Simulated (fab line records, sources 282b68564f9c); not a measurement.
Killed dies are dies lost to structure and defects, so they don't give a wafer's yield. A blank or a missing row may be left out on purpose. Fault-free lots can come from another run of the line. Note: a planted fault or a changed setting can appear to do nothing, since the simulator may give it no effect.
Check of tool commonality + flow rit-cmos + Sampled: 14 lots, 42 wafers

## WHAT PROMPTED THE OPENING
At RIT_NSD_TW_MEAS_10 the reading NSD_TW is flagged on 2 of 14 lots. Fault-free wafers read 3112, with a standard deviation of 12.
Rule: a lot is flagged when every wafer of it that has a number lies more than 4 standard deviations from that mean, or none has a number. All remaining lots are regarded as sound.

| lot  | measured    | on            | NSD_TW, wafer by wafer | flag    |
|------|-------------|---------------|------------------------|---------|
| L499 | day 3 20:04 | film-metro-02 | 3112 3119 3127         |         |
| L500 | day 4 02:49 | film-metro-02 | 3104 3099 3115         |         |
| L501 | day 4 07:08 | film-metro-04 | 3100 3094 3104         |         |
| L502 | day 4 07:44 | film-metro-04 | 3096 3089 3099         |         |
| L504 | day 4 12:37 | film-metro-04 | 3098 3107 3108         |         |
| L503 | day 4 14:23 | film-metro-03 | 3100 3104 3106         |         |
| L506 | day 4 19:09 | film-metro-03 | 3111 3102 3110         |         |
| L505 | day 4 20:58 | film-metro-02 | 3117 3114 3127         |         |
| L510 | day 5 13:13 | film-metro-04 | 3088 3112 3106         |         |
| L511 | day 5 17:37 | film-metro-03 | 3113 3113 3128         |         |
| L512 | day 5 23:11 | film-metro-03 | 2551 2556 2546         | FLAGGED |
| L515 | day 6 11:23 | film-metro-04 | 2532 2540 2545         | FLAGGED |
| L518 | day 7 05:53 | film-metro-03 | 3101 3108 3111         |         |
| L522 | day 7 23:26 | film-metro-02 | 3106 3094 3097         |         |
The numbers of the flagged lots are 2545 on average: -567 against the usual, or -47 standard deviations.

## WHICH TOOL RAN EACH LOT
Before the reading, the record contains 3 process steps out of a 202-step route. Read each cell as the tool, then ch plus the chambers that the sampled wafers visited, then the start.
| lot  | flag    | RIT_NRETRO_STRIP_09                 | RIT_NLDD_STRIP_09                   | RIT_NSD_IMPLANT_08             |
|------|---------|-------------------------------------|-------------------------------------|--------------------------------|
| L499 |         | plasma-asher-04 ch 0,1, day 2 21:18 | plasma-asher-01 ch 0,1, day 3 14:09 | implanter-04 ch 0, day 3 19:46 |
| L500 |         | plasma-asher-01 ch 0,1, day 3 03:38 | plasma-asher-02 ch 0, day 3 20:51   | implanter-03 ch 0, day 4 02:29 |
| L501 |         | plasma-asher-04 ch 0,1, day 3 09:05 | plasma-asher-01 ch 0,1, day 4 01:19 | implanter-03 ch 0, day 4 06:49 |
| L502 |         | plasma-asher-01 ch 0,1, day 3 09:20 | plasma-asher-03 ch 0,1, day 4 01:50 | implanter-02 ch 0, day 4 07:25 |
| L504 |         | plasma-asher-04 ch 0,1, day 3 17:08 | plasma-asher-01 ch 0,1, day 4 06:42 | implanter-04 ch 0, day 4 12:17 |
| L503 |         | plasma-asher-02 ch 0,1, day 3 17:23 | plasma-asher-03 ch 0,1, day 4 06:48 | implanter-04 ch 0, day 4 14:05 |
| L506 |         | plasma-asher-04 ch 0,1, day 3 20:56 | plasma-asher-02 ch 0,1, day 4 13:29 | implanter-04 ch 0, day 4 18:51 |
| L505 |         | plasma-asher-02 ch 0,1, day 3 21:08 | plasma-asher-02 ch 0,1, day 4 14:03 | implanter-04 ch 0, day 4 20:40 |
| L510 |         | plasma-asher-04 ch 0,1, day 4 18:37 | plasma-asher-03 ch 0,1, day 5 07:20 | implanter-02 ch 0, day 5 12:55 |
| L511 |         | plasma-asher-02 ch 0,1, day 4 22:57 | plasma-asher-03 ch 0,1, day 5 11:53 | implanter-04 ch 0, day 5 17:18 |
| L512 | FLAGGED | plasma-asher-02 ch 0,1, day 5 02:23 | plasma-asher-02 ch 0,1, day 5 17:29 | implanter-02 ch 0, day 5 22:52 |
| L515 | FLAGGED | plasma-asher-04 ch 0,1, day 5 15:40 | plasma-asher-01 ch 0,1, day 6 05:33 | implanter-02 ch 0, day 6 11:03 |
| L518 |         | plasma-asher-02 ch 0,1, day 6 11:02 | plasma-asher-01 ch 0,1, day 7 00:12 | implanter-03 ch 0, day 7 05:34 |
| L522 |         | plasma-asher-02 ch 0,1, day 7 05:10 | plasma-asher-02 ch 0,1, day 7 17:55 | implanter-03 ch 0, day 7 23:07 |
What the steps here do:
- RIT_NRETRO_STRIP_09: strips in O2, time 180 s.
- RIT_NLDD_STRIP_09: strips in O2, time 180 s.
- RIT_NSD_IMPLANT_08
- RIT_NSD_TW_MEAS_10

## FLAGGED OVER TOTAL, TOOL BY TOOL (the gauges that took the reading come last)
| step                | tool            | lots run | flagged | share of the flagged lots | sound lots run after its first flagged lot |
|---------------------|-----------------|----------|---------|---------------------------|--------------------------------------------|
| RIT_NRETRO_STRIP_09 | plasma-asher-01 | 2        | 0       | none                      | -                                          |
| RIT_NRETRO_STRIP_09 | plasma-asher-02 | 6        | 1       | some                      | 2 (L518,L522)                              |
| RIT_NRETRO_STRIP_09 | plasma-asher-04 | 6        | 1       | some                      | 0                                          |
| RIT_NLDD_STRIP_09   | plasma-asher-01 | 5        | 1       | some                      | 1 (L518)                                   |
| RIT_NLDD_STRIP_09   | plasma-asher-02 | 5        | 1       | some                      | 1 (L522)                                   |
| RIT_NLDD_STRIP_09   | plasma-asher-03 | 4        | 0       | none                      | -                                          |
| RIT_NSD_IMPLANT_08  | implanter-02    | 4        | 2       | all                       | 0                                          |
| RIT_NSD_IMPLANT_08  | implanter-03    | 4        | 0       | none                      | -                                          |
| RIT_NSD_IMPLANT_08  | implanter-04    | 6        | 0       | none                      | -                                          |
| RIT_NSD_TW_MEAS_10  | film-metro-02   | 4        | 0       | none                      | -                                          |
| RIT_NSD_TW_MEAS_10  | film-metro-03   | 5        | 1       | some                      | 1 (L518)                                   |
| RIT_NSD_TW_MEAS_10  | film-metro-04   | 5        | 1       | some                      | 0                                          |

## WHAT THE TABLE ALLOWS
In the table, 1 row covers all flagged lots: implanter-02 at RIT_NSD_IMPLANT_08.
- implanter-02 at RIT_NSD_IMPLANT_08 ran 4 lots, 2 of them flagged. A fault beginning between L510 (day 5 12:55), its last sound lot, and L512 (day 5 22:52), its first flagged one, fits the data. Its own readings lie more than 4 standard deviations out on every wafer of the flagged lots: dose-ions-cm2, faraday-current-uA.
What remains is a single tool, implanter-02 at RIT_NSD_IMPLANT_08.

## WHAT THE SIMULATOR HAD INSERTED
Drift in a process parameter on implanter-02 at RIT_NSD_IMPLANT_08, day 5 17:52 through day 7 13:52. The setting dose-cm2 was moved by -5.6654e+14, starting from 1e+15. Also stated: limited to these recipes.
Lots struck among those shown: L512, L515. The same result came from the rule above.
